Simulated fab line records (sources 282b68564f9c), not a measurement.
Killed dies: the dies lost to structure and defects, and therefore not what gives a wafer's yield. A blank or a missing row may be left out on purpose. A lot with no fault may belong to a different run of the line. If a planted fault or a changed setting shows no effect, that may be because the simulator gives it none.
What tool caused it?	flow rit-cmos	14 lots with 42 wafers sampled at 2 steps, on a route of 202 steps

== WHAT EACH GAUGE READ, for each wafer ==
RIT_GATE_THK_MEAS_07. Usual: GATE_OXIDE_THK typically reads 2.97 nm, with standard deviation 0.058.
lot	measured	on	GATE_OXIDE_THK (nm)	flag
L647	day 2 10:20	film-metro-01	3.02 3.04 2.95	
L649	day 3 00:46	film-metro-02	2.99 3.01 2.93	
L653	day 3 15:08	film-metro-03	2.83 2.86 2.92	
L654	day 3 21:02	film-metro-03	2.95 2.93 2.88	
L657	day 4 12:23	film-metro-03	2.91 2.90 2.82	
L658	day 4 17:25	film-metro-01	3.99 3.99 4.02	OFF
L662	day 5 16:13	film-metro-01	4.05 4.05 4.02	OFF
L664	day 5 23:51	film-metro-02	2.92 2.96 2.95	
L665	day 6 03:26	film-metro-01	2.94 2.87 3.01	
L666	day 6 12:03	film-metro-02	2.93 2.94 3.03	
L667	day 6 13:22	film-metro-01	3.01 2.99 3.02	
L668	day 6 20:02	film-metro-01	2.88 2.96 2.95	
L669	day 7 01:24	film-metro-03	3.00 3.00 2.91	
L670	day 7 06:14	film-metro-03	2.98 3.03 2.98	

== WHAT TOOL EACH LOT RAN ON (gives the tool, then ch and the chambers of the sampled wafers, and finally the start) ==
lot	RIT_GATE_OXIDATION_05
L647	furnace-03 ch 0, day 2 09:00
L649	furnace-03 ch 0, day 2 22:53
L653	furnace-01 ch 0, day 3 13:47
L654	furnace-01 ch 0, day 3 19:43
L657	furnace-01 ch 0, day 4 11:04
L658	furnace-01 ch 0, day 4 15:03
L662	furnace-01 ch 0, day 5 13:11
L664	furnace-02 ch 0, day 5 22:31
L665	furnace-02 ch 0, day 6 02:07
L666	furnace-02 ch 0, day 6 09:52
L667	furnace-03 ch 0, day 6 12:02
L668	furnace-03 ch 0, day 6 18:43
L669	furnace-03 ch 0, day 7 00:04
L670	furnace-02 ch 0, day 7 04:53
- RIT_GATE_OXIDATION_05: target thk 3 nm, ox time 270 s.

== AS READ BY THE TOOLS THEMSELVES (means over the sampled wafers that have a number; for cases with no such wafer, the mark the record gives instead) ==
RIT_GATE_OXIDATION_05. Usual: spike-tc-centre-C 901.3 C, standard deviation 1.2; spike-tc-source-C 924.5 C, standard deviation 2.1.
lot	tool	spike-tc-centre-C (C)	spike-tc-source-C (C)	flag
L647	furnace-03	901.9	925.5	
L649	furnace-03	903.2	925.1	
L653	furnace-01	901.6	921.4	
L654	furnace-01	901.8	921.8	
L657	furnace-01	901.5	922.5	
L658	furnace-01	902.1	921.9	
L662	furnace-01	902.1	921.2	
L664	furnace-02	899.7	926.8	
L665	furnace-02	900.1	926.7	
L666	furnace-02	901.3	925.6	
L667	furnace-03	901.1	924.8	
L668	furnace-03	901.6	924.7	
L669	furnace-03	901.1	925.6	
L670	furnace-02	901.4	926.0	

== THE ANSWER, worked out from the rows above alone ==
Rule: a lot counts as off when the mean over its wafers that have a number is more than 3 standard deviations away from the usual mean. Also off: a lot with no number at a reading for which 4 or more lots have one. Any other lot the step has rows for is counted as sound. Order of review: gauges by route order, followed by the tools' own readings, for which a lot's mean as printed above is used. At the first step where some lot is off, the reading lying furthest off is the one used; lots without a number count as furthest.
Off: L658, L662, at RIT_GATE_THK_MEAS_07 (GATE_OXIDE_THK).
If a tool, at a process step before that reading, ran all the lots that are off and no sound lot after the first of them, it fits. The gauges at RIT_GATE_THK_MEAS_07 are tried like those tools. One fits: furnace-01 at RIT_GATE_OXIDATION_05. A fault onset in the window from L657 (day 4 11:04, its last sound lot) to L658 (day 4 15:03, its first lot off) fits.

== WHAT HAD BEEN PUT IN BY THE SIMULATOR ==
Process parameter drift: furnace-01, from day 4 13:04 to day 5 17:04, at RIT_GATE_OXIDATION_05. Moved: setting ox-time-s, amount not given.
Lots struck among those shown: L658, L662. The rule given above showed the same thing.
